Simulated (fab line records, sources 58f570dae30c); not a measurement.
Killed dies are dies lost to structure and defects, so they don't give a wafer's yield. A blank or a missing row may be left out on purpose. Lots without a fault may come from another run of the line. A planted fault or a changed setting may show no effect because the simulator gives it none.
Which tool did it? | flow berkeley_cmos170 | 15 lots, 45 wafers sampled, at 5 steps of a route of 331

WHAT THE GAUGES READ, wafer by wafer
UCB170_FIELD_THK_MEAS_02.
lot  | measured    | on            | FIELD_OXIDE_THK (nm)
L169 | day 5 10:21 | film_metro-01 | 558 555 564
L170 | day 5 18:01 | film_metro-03 | 572 577 561
L171 | day 6 03:12 | film_metro-01 | 555 551 556
L172 | day 6 03:13 | film_metro-03 | 550 550 556
L173 | day 6 16:56 | film_metro-04 | 555 566 551
L174 | day 6 16:56 | film_metro-03 | 567 559 556
L175 | day 7 04:11 | film_metro-03 | 549 545 545
L177 | day 7 09:36 | film_metro-03 | 543 538 549
L182 | day 8 11:56 | film_metro-01 | 555 563 554
L184 | day 9 04:03 | film_metro-01 | 559 551 554
L185 | day 9 04:03 | film_metro-03 | 567 566 570
L186 | day 9 09:38 | film_metro-03 | 565 568 572
L187 | day 9 09:38 | film_metro-04 | 561 557 569
L189 | day 9 17:33 | film_metro-01 | 534 540 545
L190 | day 9 17:34 | film_metro-04 | 561 559 570

UCB170_NVT_TW_MEAS_09.
lot  | measured     | on            | NVT_TW
L169 | day 6 16:33  | film_metro-04 | 519 516 515
L170 | day 7 06:38  | film_metro-01 | 514 516 511
L171 | day 7 12:40  | film_metro-01 | 511 510 511
L172 | day 7 12:26  | film_metro-04 | 521 520 520
L173 | day 7 22:07  | film_metro-04 | 517 519 518
L174 | day 7 21:51  | film_metro-02 | 522 521 522
L175 | day 8 14:20  | film_metro-01 | 511 510 510
L177 | day 8 13:59  | film_metro-01 | 509 509 508
L182 | day 9 19:01  | film_metro-04 | 525 524 522
L184 | day 10 07:53 | film_metro-01 | 516 515 513
L185 | day 10 07:37 | film_metro-02 | 523 525 522
L186 | day 10 07:56 | film_metro-01 | 517 514 515
L187 | day 10 07:17 | film_metro-01 | 517 515 515
L189 | day 10 19:01 | film_metro-04 | 520 522 525
L190 | day 10 19:13 | film_metro-01 | 514 515 515

UCB170_NLDD_CD_MEAS_06: target cd 1200 nm.
lot  | measured     | on        | cd_nm (nm)
L169 | day 7 18:06  | cd_sem-02 | 1201.6 1200.7 1200.4
L170 | day 8 06:23  | cd_sem-02 | 1198.9 1198.5 1198.8
L171 | day 8 07:13  | cd_sem-02 | 1199.7 1200.8 1200.5
L172 | day 8 07:00  | cd_sem-02 | 1199.3 1198.0 1198.2
L173 | day 8 22:17  | cd_sem-02 | 1199.6 1199.0 1198.7
L174 | day 8 21:34  | cd_sem-01 | 1200.6 1199.4 1199.1
L175 | day 9 08:11  | cd_sem-02 | 1200.0 1200.1 1200.0
L177 | day 9 07:27  | cd_sem-02 | 1201.0 1201.8 1200.5
L182 | day 10 15:54 | cd_sem-02 | 1201.7 1202.9 1201.6
L184 | day 11 04:44 | cd_sem-02 | 1201.7 1200.2 1201.5
L185 | day 11 03:56 | cd_sem-02 | 1200.9 1200.8 1200.0
L186 | day 11 05:43 | cd_sem-02 | 1200.0 1199.7 1198.9
L187 | day 11 05:14 | cd_sem-02 | 1202.3 1202.7 1202.6
L189 | day 11 20:13 | cd_sem-01 | 1198.4 1197.8 1199.2
L190 | day 11 20:22 | cd_sem-01 | 1198.5 1200.0 1200.5

UCB170_SDANNEAL_RS_MEAS_04: measures by four-point-probe.
lot  | measured     | on            | PLDD_RS (ohm/sq)
L169 | day 8 06:55  | film_metro-01 | 1033.7 1031.8 1034.3
L170 | day 8 19:21  | film_metro-02 | 1035.7 1032.8 1032.3
L171 | day 8 20:38  | film_metro-03 | 1031.4 1028.8 1027.5
L172 | day 8 20:13  | film_metro-02 | 1034.4 1035.0 1032.5
L173 | day 9 09:25  | film_metro-02 | 1034.1 1032.5 1035.3
L174 | day 9 10:01  | film_metro-02 | 1030.4 1030.6 1030.8
L175 | day 9 20:22  | film_metro-01 | 1030.0 1027.4 1029.6
L177 | day 9 20:04  | film_metro-02 | 1034.0 1035.9 1032.0
L182 | day 11 04:02 | film_metro-02 | 1029.4 1031.4 1032.5
L184 | day 11 16:28 | film_metro-01 | 1022.0 1022.5 1022.3
L185 | day 11 16:05 | film_metro-03 | 1020.6 1023.7 1021.8
L186 | day 11 16:52 | film_metro-02 | 1022.1 1021.4 1021.7
L187 | day 11 16:52 | film_metro-03 | 1032.0 1033.8 1033.2
L189 | day 12 08:54 | film_metro-02 | 1036.7 1035.8 1034.2
L190 | day 12 10:06 | film_metro-02 | 1035.5 1034.2 1037.0

WHICH TOOL RAN EACH LOT (tool, then ch and the chambers of the sampled wafers, then the start)
lot  | UCB170_PLDD_IMPLANT_08
L169 | implanter-03 ch 0, day 7 16:04
L170 | implanter-03 ch 0, day 8 04:46
L171 | implanter-03 ch 0, day 8 05:19
L172 | implanter-04 ch 0, day 8 05:14
L173 | implanter-04 ch 0, day 8 20:37
L174 | implanter-04 ch 0, day 8 19:54
L175 | implanter-04 ch 0, day 9 06:14
L177 | implanter-02 ch 0, day 9 05:58
L182 | implanter-04 ch 0, day 10 13:50
L184 | implanter-04 ch 0, day 11 03:08
L185 | implanter-04 ch 0, day 11 02:26
L186 | implanter-04 ch 0, day 11 03:35
L187 | implanter-02 ch 0, day 11 03:34
L189 | implanter-02 ch 0, day 11 18:02
L190 | implanter-02 ch 0, day 11 18:21
- UCB170_PLDD_IMPLANT_08

WHAT THE TOOLS THEMSELVES READ (means of the sampled wafers that have a number; where no wafer has one, the mark that the record gives instead)
UCB170_PLDD_IMPLANT_08.
lot  | tool         | dose_ions_cm2 | rotation_deg (degrees)
L169 | implanter-03 | 5e+13         | 0.030
L170 | implanter-03 | 5e+13         | -0.028
L171 | implanter-03 | 5e+13         | 0.027
L172 | implanter-04 | 5e+13         | -0.021
L173 | implanter-04 | 5e+13         | 0.001
L174 | implanter-04 | 5e+13         | 0.003
L175 | implanter-04 | 5e+13         | -0.009
L177 | implanter-02 | 5e+13         | 0.006
L182 | implanter-04 | 5e+13         | -0.017
L184 | implanter-04 | 5e+13         | 0.005
L185 | implanter-04 | 5e+13         | -0.008
L186 | implanter-04 | 5e+13         | -0.009
L187 | implanter-02 | 5e+13         | 0.007
L189 | implanter-02 | 5e+13         | 0.008
L190 | implanter-02 | 5e+13         | -0.009

THE ANSWER, worked out from the rows above alone
Rule: what is usual is taken from the lots themselves. Put in order of their means at a reading, lots are off if they are a third of the lots or fewer, leave a main group of 4 or more, and stand apart from it by a gap of 3 or more times the standard deviation of the main group's means; of several such gaps the widest counts. A main group whose means are all the same, to the digits that the tables above print for the reading, isn't used. A lot without any number at a reading at which 4 lots or more have one is off too. The other lots that the step has rows for count as sound. The gauges are gone through in route order, then the tools' own readings, and for those a lot's mean is taken as printed above. The first step at which some lot is off is used, and at that step the reading that is off furthest; a lot without a number counts as furthest.
Off: L184, L185, L186, at UCB170_SDANNEAL_RS_MEAS_04 (PLDD_RS). The main group: mean 1032.7 ohm/sq, standard deviation 2.1.
A tool fits if, at a process step before that reading, it ran every lot that is off, and no sound lot after the first of them. The gauges at UCB170_SDANNEAL_RS_MEAS_04 are tried like those tools. One fits: implanter-04 at UCB170_PLDD_IMPLANT_08. Its last sound lot is L182 (day 10 13:50), its first lot that is off L185 (day 11 02:26): a fault that began between those two fits.

WHAT THE SIMULATOR HAD PUT IN
Process parameter drift: implanter-04, from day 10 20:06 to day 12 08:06, at UCB170_PLDD_IMPLANT_08. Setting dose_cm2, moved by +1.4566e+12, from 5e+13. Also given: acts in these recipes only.
Lots struck among those shown: L184, L185, L186. The rule above found the same.
